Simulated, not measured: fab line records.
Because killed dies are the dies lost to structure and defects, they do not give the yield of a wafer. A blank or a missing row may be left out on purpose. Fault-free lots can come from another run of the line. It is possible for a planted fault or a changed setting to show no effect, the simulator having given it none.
Code-filled problem report in 8D (eight disciplines) form + flow berkeley-cmos170 + the parts of the form that need people (team, actions taken, sign-off) are left out

1. WHAT IS WRONG
run-length-s at UCB170_CONTACT_ETCH_18 reads a mean of 216.8 s on 6 wafers of 2 lots; wafers without a fault read 223.4 s with a standard deviation of 0.46. Relative to the usual mean, that is a shift of -14 standard deviations.
The step: etches PSG in CHF3/CF4/Ar, stops on TiSi2, target depth 840 nm, time 195 s.
First seen on wafer L615.1, day 11 10:00, on rie-diel-03. The record holds 18 wafers of 6 lots with a number at this step. By rule, "out" or "out of limits" means more than 4 standard deviations away from the usual mean. The rest of the wafers with a number are treated as sound.

2. WHAT THIS IS AND IS NOT
| question                    | is                     | is not                                                                   |
|-----------------------------|------------------------|--------------------------------------------------------------------------|
| which readings at this step | run-length-s           | drypump-motor-current-A                                                  |
| which lots                  | L615, L620             | L599, L606, L617, L621                                                   |
| which wafers of those lots  | all that have a number | -                                                                        |
| read on which tools         | rie-diel-03            | rie-diel-02, rie-diel-04                                                 |
| when                        | from day 11 10:00      | up to then (6 sound wafers); but 6 sound wafers of L617, L621 came after |

3. SUSPECTS, AND WHAT RULES EACH OUT
Counting: a tool at a process step up to the reading stays a suspect if it ran every lot that is out and no sound lot after the first of them.
- rtp-anneal-02 at UCB170_CONTACT_RTA_08 (time 10 s): ruled out as a lasting fault. Sound lots L617, L621 ran on it after its first lot that is out, L615 (day 11 09:30).
- rie-diel-03 at UCB170_CONTACT_ETCH_17 (etches BARC in N2/H2): kept. It processed each lot that is out, first L615 at day 11 10:48, and no sound lot thereafter; up to then, the last sound lot it processed was L599 at day 8 13:08.
- rie-diel-03 at UCB170_CONTACT_ETCH_18 (etches PSG in CHF3/CF4/Ar, stops on TiSi2, target depth 840 nm, time 195 s): kept. It processed each lot that is out, first L615 at day 11 10:00, and no sound lot thereafter; up to then, the last sound lot it processed was L599 at day 8 13:00. Out on those wafers are its own readings of run-length-s.
Left after counting: rie-diel-03 at UCB170_CONTACT_ETCH_17, rie-diel-03 at UCB170_CONTACT_ETCH_18.

4. THE CAUSE (what the simulator had put in)
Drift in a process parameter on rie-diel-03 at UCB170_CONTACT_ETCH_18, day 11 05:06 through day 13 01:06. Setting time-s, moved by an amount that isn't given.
Of the 2 suspects that counting leaves, this tool is one.

5. SEQUENCE OF EFFECTS, ordered by route
Rows list readings where the struck wafers' mean (over those with a number) sits beyond 3 standard deviations from the usual. Only readings whose record carries a usual standard deviation are examined. hours: median over the lots of the time between each lot's start at the first step of this table that gives one and its start at this step. sigmas: the change, counted in usual standard deviations.
| hours | step                   | reading        | usual      | on struck wafers | change | sigmas |
|-------|------------------------|----------------|------------|------------------|--------|--------|
| 0     | UCB170_CONTACT_ETCH_18 | oes-product-au | 0.887 a.u. | 0.930            | +0.043 | +3.3   |
| 0     | UCB170_CONTACT_ETCH_18 | run-length-s   | 223.4 s    | 216.8            | -6.6   | -14    |
It contains these process steps:
- UCB170_CONTACT_ETCH_18: etches PSG in CHF3/CF4/Ar, stops on TiSi2, target depth 840 nm, time 195 s.

6. HOW IT WOULD HAVE BEEN CAUGHT EARLIER
5 hours passed between the start of the fault at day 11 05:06 and the first reading out of limits in this record, taken at day 11 10:00.
